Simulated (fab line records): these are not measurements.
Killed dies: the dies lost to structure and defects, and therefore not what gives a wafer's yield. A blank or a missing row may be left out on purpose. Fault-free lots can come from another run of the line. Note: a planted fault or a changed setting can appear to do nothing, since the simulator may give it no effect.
A struck lot beside a sound one / flow rit_cmos / 18 out of 202 route steps
Sound: these wafers, L492.1, L492.3, L492.6. The struck wafers were L497.1, L497.2, L497.4. The cause is named last.
At each step with rows: each side's tool, then ch and its chambers, then its first start. Under that, the readings that differ: sound wafers / struck wafers / difference of the means / sigmas: that difference in standard deviations of wafers without a fault.
alike: readings with means less than 2 such deviations apart, plus words and numbers identical on both sides. not compared: withheld readings, readings lacking a value on some wafer, bounds such as >300 that could conceal the same value, and numbers that have no deviation in the record and whose values overlap.
Wherever a step has rows on one side only, a row that says differs or no value, or a row with sigmas, the two part there. Non-overlapping numbers with no deviation appear without sigmas and do not part them. A reading missing from all wafers of one side parts the sides only when that side holds two or more wafers.

first, 5 steps without rows for these wafers: RIT_NSD_COAT_01 (resist thk 1000 nm); RIT_NSD_SOFTBAKE_02 (time 60 s); RIT_NSD_EXPOSE_03 (exposes mask M9, target cd 40700 nm); RIT_NSD_PEB_04; RIT_NSD_DEVELOP_05 (develop time 50 s).
RIT_NSD_OVL_MEAS_06:
  sound on overlay-01, day 3 18:28; struck on overlay-01, day 4 15:56
  alike: NSD_OVL
then, 2 steps without rows for these wafers: RIT_NSD_HARDBAKE_07 (time 60 s); RIT_NSD_IMPLANT_08.
RIT_NSD_STRIP_09: strips in O2, time 180 s.
  sound on plasma_asher-04 ch 0,1, day 3 18:59; struck on plasma_asher-02 ch 0,1, day 4 16:16
  alike: drypump_motor_current_A
  not compared: rf_hours_counter_h
RIT_NSD_TW_MEAS_10:
  sound on film_metro-02, day 3 19:10; struck on film_metro-02, day 4 16:26
  alike: NSD_TW
then, 2 steps without rows for these wafers: RIT_PSD_HMDS_00 (prime time 60 s); RIT_PSD_COAT_01 (resist thk 1000 nm).
RIT_PSD_SOFTBAKE_02: time 60 s.
  sound on litho_track-03 ch 0, day 3 19:31; struck on litho_track-02 ch 0, day 4 16:48
reading=heater_power_total_W (W); sound=34.58 34.54 34.49; struck=38.76 38.71 38.76; difference=+4.21; sigmas=+88
reading=plate_temp_C (C); sound=90.03 90.04 89.94; struck=97.61 97.69 97.77; difference=+7.69; sigmas=+59
reading=model.NOVOLAK_of_PSD_COAT_01.thk_nm (nm); sound=998.7 996.2 997.9; struck=979.5 974.6 979.2; difference=-19.8; sigmas=
  alike: exhaust_pa
then, 2 steps without rows for these wafers: RIT_PSD_EXPOSE_03 (exposes mask M10, target cd 40900 nm); RIT_PSD_PEB_04.
RIT_PSD_DEVELOP_05: develop time 50 s.
  sound on litho_track-04 ch 0; struck on litho_track-02 ch 0
reading=model.NOVOLAK_of_PSD_COAT_01.thk_nm (nm); sound=998.4 995.9 997.5; struck=979.1 974.2 978.8; difference=-19.9; sigmas=
  alike: exhaust_pa
RIT_PSD_OVL_MEAS_06:
  sound on overlay-01, day 3 20:04; struck on overlay-01, day 4 17:21
  alike: PSD_OVL
RIT_M1_PROBE_99:
  sound on prober-01, day 4 04:29; struck on prober-02, day 5 02:26
  alike: killed_at_M0_to_M3, killed_at_contacts, killed_at_front_end, killed_dies, killed_open, killed_short

== WHERE THEY PART ==
At RIT_PSD_SOFTBAKE_02 and nowhere else, as far as this record goes. Later steps at which nothing parts them and some readings are alike: RIT_PSD_DEVELOP_05, RIT_PSD_OVL_MEAS_06, RIT_M1_PROBE_99.

WHY: the cause the simulator had injected
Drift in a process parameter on litho_track-02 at RIT_PSD_SOFTBAKE_02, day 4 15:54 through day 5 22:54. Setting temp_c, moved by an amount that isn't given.
